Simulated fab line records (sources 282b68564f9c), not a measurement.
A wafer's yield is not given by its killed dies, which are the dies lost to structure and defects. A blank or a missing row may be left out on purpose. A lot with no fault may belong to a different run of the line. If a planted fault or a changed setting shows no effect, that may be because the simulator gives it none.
Comparing a struck lot with a sound one + flow rit_cmos + 26 out of 202 route steps
Sound: these wafers, L850.3, L850.4, L850.5. Struck: wafers L856.1, L856.2, L856.6. Last of all comes the cause.
Per side, at each step with rows, come the tool, then ch with its chambers, and then its first start. Under that, the readings that differ: sound wafers + struck wafers + difference of the means + sigmas: that difference in standard deviations of wafers without a fault.
alike: readings whose means differ by less than 2 such deviations, and words and numbers that are the same on both sides. not compared: withheld readings, readings that some wafer has no value for, bounds like >300 that may hide the same value, and numbers for which the record gives no deviation and whose values overlap.
The two part at a step that has a row with sigmas, a row that says differs or no value, or rows on one side only. Numbers that don't overlap but have no deviation are shown without sigmas and don't part them. A reading missing from all wafers of one side parts the sides only when that side holds two or more wafers.

first, 2 steps without rows for these wafers: RIT_FOX2_CLEAN_02 (cleans in dHF, time 180 s); RIT_FOX2_WET_ETCH_03 (etches Si3N4 in H3PO4, target depth 195 nm, time 2700 s).
RIT_FOX2_THK_MEAS_90:
  sound on film_metro-04 at day 1 20:20; struck on film_metro-03 at day 3 01:11
  alike: FIELD_OXIDE_LEFT_1_THK
then, 6 steps without rows for these wafers: RIT_NWELL_HMDS_00 (prime time 60 s); RIT_NWELL_COAT_01 (resist thk 1300 nm); RIT_NWELL_SOFTBAKE_02 (time 60 s); RIT_NWELL_EXPOSE_03 (exposes mask M2, target cd 43900 nm); RIT_NWELL_PEB_04; RIT_NWELL_DEVELOP_05 (develop time 68 s).
RIT_NWELL_OVL_MEAS_06:
  sound on overlay-02 at day 1 21:28; struck on overlay-01 at day 3 02:08
| reading        | sound       | struck       | difference | sigmas |
|----------------|-------------|--------------|------------|--------|
| NWELL_OVL (nm) | 3.9 3.9 5.3 | 0.1 -0.3 0.0 | -4.4       | -3     |
then, 2 steps without rows for these wafers: RIT_NWELL_HARDBAKE_07 (time 120 s); RIT_NWELL_IMPLANT_08.
RIT_NWELL_STRIP_09: strips in O2, time 180 s.
  sound on plasma_asher-02 ch 0,1, day 1 22:14; struck on plasma_asher-04 ch 0,1, day 3 02:34
  no value came back on the struck wafers for chamber_pressure_mTorr (mTorr), drypump_motor_current_A (A), o2_flow_sccm (sccm); on the sound wafers chamber_pressure_mTorr (mTorr) reads 3996 4001 3998
| reading                                    | sound | struck         | difference | sigmas |
|--------------------------------------------|-------|----------------|------------|--------|
| model.NOVOLAK_of_NWELL_COAT_01.thk_nm (nm) | 0 0 0 | 1139 1140 1136 | +1138      |        |
  not compared: rf_hours_counter_h
RIT_NWELL_TW_MEAS_10:
  sound on film_metro-03 at day 1 22:23; struck on film_metro-01 at day 3 02:44
  alike: NWELL_TW
then, 6 steps without rows for these wafers: RIT_PWELL_HMDS_00 (prime time 60 s); RIT_PWELL_COAT_01 (resist thk 1300 nm); RIT_PWELL_SOFTBAKE_02 (time 60 s); RIT_PWELL_EXPOSE_03 (exposes mask M3, target cd 43700 nm); RIT_PWELL_PEB_04; RIT_PWELL_DEVELOP_05 (develop time 68 s).
RIT_PWELL_OVL_MEAS_06:
  sound on overlay-02 at day 1 23:19; struck on overlay-01 at day 3 03:49
  alike: PWELL_OVL
then, 2 steps without rows for these wafers: RIT_PWELL_HARDBAKE_07 (time 120 s); RIT_PWELL_IMPLANT_08.
RIT_PWELL_STRIP_09: strips in O2, time 180 s.
  sound on plasma_asher-04 ch 0,1, day 1 23:47; struck on plasma_asher-03 ch 0,1, day 3 04:15
  alike: chamber_pressure_mTorr, drypump_motor_current_A, o2_flow_sccm
  not compared: rf_hours_counter_h
RIT_PWELL_TW_MEAS_10:
  sound on film_metro-03 at day 1 23:56; struck on film_metro-01 at day 3 04:25
| reading  | sound       | struck   | difference | sigmas      |
|----------|-------------|----------|------------|-------------|
| PWELL_TW | 942 945 946 | 30 30 30 | -914       | -99 or more |
then, 1 step without rows for these wafers: RIT_WELLDRIVE_ANNEAL_00 (time 14700 s).

## WHERE THEY PART
First at RIT_NWELL_OVL_MEAS_06; last, within this record, at RIT_PWELL_TW_MEAS_10.

WHY: whatever the simulator had introduced
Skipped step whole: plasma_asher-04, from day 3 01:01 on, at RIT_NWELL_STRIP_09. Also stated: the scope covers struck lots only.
